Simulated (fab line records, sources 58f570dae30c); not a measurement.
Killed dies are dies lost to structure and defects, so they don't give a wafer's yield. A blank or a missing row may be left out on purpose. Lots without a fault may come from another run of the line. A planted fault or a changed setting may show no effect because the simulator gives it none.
Split-lot experiment | flow berkeley_cmos170 | 5 lots, 23 wafers read, on a route of 331 steps

THE SPLIT
At UCB170_V2_CMP_02 (polishes SiO2), the setting leave_above_ref_nm was moved away from the recipe's 1000 nm on 11 of the 23 wafers read, by -7.4% to +2.4%. The other wafers ran this setting at the recipe's value.

The file shows no step between the split and the reading.

THE READING
V2_POLISHED_THK, in nm, at UCB170_V2_THK_MEAS_04. Fault-free wafers of this fab line usually give 1000.0 nm, standard deviation 1.1 nm.

wafer  | tool, chamber at the split | leave_above_ref_nm as run, nm | against the recipe | V2_POLISHED_THK, nm | against lot-mates on the recipe
L076.1 | cmp-02, 2,3                | 1024                          | +2.4%              | 1023.9              | +24.1
L076.2 | cmp-02, 2,3                | 1024                          | +2.4%              | 1024.8              | +25.0
L076.3 | cmp-02, 0                  | 1024                          | +2.4%              | 1022.7              | +23.0
L076.4 | cmp-02, 1                  | 1000                          | recipe             | 999.4               | -
L076.6 | cmp-02, 3                  | 1000                          | recipe             | 1000.1              | -
L077.1 | cmp-02, 0                  | 927.3                         | -7.3%              | 925.5               | -73.5
L077.2 | cmp-02, 1                  | 927.3                         | -7.3%              | 926.0               | -73.0
L077.4 | cmp-02, 3                  | 1000                          | recipe             | 999.5               | -
L077.5 | cmp-02, 1                  | 927.3                         | -7.3%              | 926.4               | -72.6
L077.6 | cmp-02, 2                  | 1000                          | recipe             | 998.5               | -
L078.1 | cmp-02, 3                  | 1000                          | recipe             | 1000.6              | -
L078.2 | cmp-02, 0                  | 1000                          | recipe             | 998.8               | -
L078.4 | cmp-02, 2                  | 926.4                         | -7.4%              | 925.3               | -74.4
L078.5 | cmp-02, 0                  | 926.4                         | -7.4%              | 924.8               | -74.9
L078.6 | cmp-02, 3                  | 926.4                         | -7.4%              | 925.9               | -73.8
L082.1 | cmp-01, 3                  | 1000                          | recipe             | 999.2               | -
L082.3 | cmp-01, 2                  | 1000                          | recipe             | 999.7               | -
L082.4 | cmp-01, 0                  | 1000                          | recipe             | 1000.0              | -
L083.1 | cmp-01, 1                  | 1000                          | recipe             | 1000.9              | -
L083.3 | cmp-01, 2                  | 1000                          | recipe             | 1000.8              | -
L083.4 | cmp-01, 0                  | 956.3                         | -4.4%              | 956.4               | -44.0
L083.5 | cmp-01, 3                  | 956.3                         | -4.4%              | 955.5               | -44.9
L083.6 | cmp-01, 2                  | 1000                          | recipe             | 999.6               | -
Where a row lists several chambers, the file gives one row for several wafers and doesn't say which wafer went through which chamber.

THE FIT
A straight line over all 23 wafers: V2_POLISHED_THK changes by +10.1 nm for each +1% of leave_above_ref_nm; r = +1.00; the points scatter about the line by 0.71 nm.
The same after taking each lot's own level away (the mean of its wafers on the recipe; 23 wafers): +10.1 nm for each +1%; r = +1.00; scatter 0.62 nm.
On that fit, the largest move of leave_above_ref_nm shifts the reading by 74 nm.
The lots' own levels span 999.00 to 1000.43 nm, that is 1.3 times the standard deviation above.
So the lot-to-lot level changes the slope little: the two slopes agree.
Check: with one of the wafers moved furthest among these (-7.4%) left out of the fit, the line predicts -74.2 nm for it against its lot-mates. It came out at -74.4 nm against them.

OTHER SPLITS ON THESE WAFERS
These wafers also went through other splits before the reading. Each is held against what the fit with the lots' levels taken away leaves over:
other split on the same wafers | wafers away from the commonest value | r with V2_POLISHED_THK (lot level and that fit taken away)
UCB170_M1_EXPOSE_06 dose_mj    | 8                                    | +0.29
UCB170_M2_SPUTTER_01 power_w   | 4                                    | +0.02

THE WHOLE CHAIN: every reading that the file lists as answering this split, in the file's order
step                  | what it does  | reading                                                                   | change (the file's fit)              | r (the file's)
UCB170_V2_CMP_02      | polishes SiO2 | SiO2_of_V2_CVD_00.thk_nm (the simulator's own value, which no gauge read) | +10.1 nm for each +1% of the setting | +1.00
UCB170_V2_THK_MEAS_04 |               | V2_POLISHED_THK                                                           | +10.1 for each +1% of the setting    | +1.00

THE FILE'S OWN FIT
V2_POLISHED_THK changes by +10.1 nm for each +1% of leave_above_ref_nm, r = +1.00.
